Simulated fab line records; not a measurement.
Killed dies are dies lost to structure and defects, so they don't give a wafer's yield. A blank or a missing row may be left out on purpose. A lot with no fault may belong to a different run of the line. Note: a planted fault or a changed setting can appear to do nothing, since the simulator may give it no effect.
The tool behind it: which one? :: flow berkeley-cmos170 :: Sampling: 7 lots, 21 wafers, 2 of 331 route steps

== WHAT EACH GAUGE READ, for each wafer ==
UCB170_M3_CD_MEAS_15: the cd target is 700 nm.
lot: L340
measured: day 8 03:34
on: cd-sem-02
cd-nm (nm): 700.0 699.5 698.1

lot: L341
measured: day 8 20:09
on: cd-sem-01
cd-nm (nm): 700.7 700.9 703.3

lot: L345
measured: day 9 01:20
on: cd-sem-01
cd-nm (nm): 702.0 700.1 702.1

lot: L352
measured: day 10 07:07
on: cd-sem-01
cd-nm (nm): 661.2 661.6 660.7

lot: L353
measured: day 10 17:22
on: cd-sem-02
cd-nm (nm): 674.9 675.7 677.4

lot: L356
measured: day 11 07:28
on: cd-sem-01
cd-nm (nm): 700.2 700.4 698.7

lot: L359
measured: day 11 21:18
on: cd-sem-02
cd-nm (nm): 702.6 701.8 702.7

== WHICH TOOL RAN EACH LOT (tool, then ch and the chambers of the sampled wafers, then the start) ==
lot: L340
UCB170_M3_SOFTBAKE_11: litho-track-03 ch 0, day 8 02:00

lot: L341
UCB170_M3_SOFTBAKE_11: litho-track-03 ch 0, day 8 19:00

lot: L345
UCB170_M3_SOFTBAKE_11: litho-track-01 ch 0, day 9 00:00

lot: L352
UCB170_M3_SOFTBAKE_11: litho-track-01 ch 0, day 10 06:00

lot: L353
UCB170_M3_SOFTBAKE_11: litho-track-01 ch 0, day 10 16:00

lot: L356
UCB170_M3_SOFTBAKE_11: litho-track-02 ch 0, day 11 06:00

lot: L359
UCB170_M3_SOFTBAKE_11: litho-track-02 ch 0, day 11 20:00
- UCB170_M3_SOFTBAKE_11: time 60 s.

== THE ANSWER, worked out from the rows above alone ==
Rule: the usual values come from the lots themselves. Put in order of their means at a reading, lots are off if they are a third of the lots or fewer, leave a main group of 4 or more, and stand apart from it by a gap of 3 or more times the standard deviation of the main group's means; of several such gaps the widest counts. A main group whose means are all the same, to the digits that the tables above print for the reading, isn't used. Also off: a lot with no number at a reading for which 4 or more lots have one. The other lots that the step has rows for count as sound.
Off at UCB170_M3_CD_MEAS_15 (cd-nm): L352, L353. For the main group the mean is 700.9 nm and the standard deviation 1.2.
A tool fits if, at a process step before that reading, it ran every lot that is off, and no sound lot after the first of them. Gauges at UCB170_M3_CD_MEAS_15: tried the same way as those tools. One candidate fits, namely litho-track-01 at UCB170_M3_SOFTBAKE_11. A fault onset in the window from L345 (day 9 00:00, its last sound lot) to L352 (day 10 06:00, its first lot off) fits.

== WHAT THE SIMULATOR PUT IN ==
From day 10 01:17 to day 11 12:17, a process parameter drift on litho-track-01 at UCB170_M3_SOFTBAKE_11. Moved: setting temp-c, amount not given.
Struck lots among those shown: L352, L353. The rule given above showed the same thing.
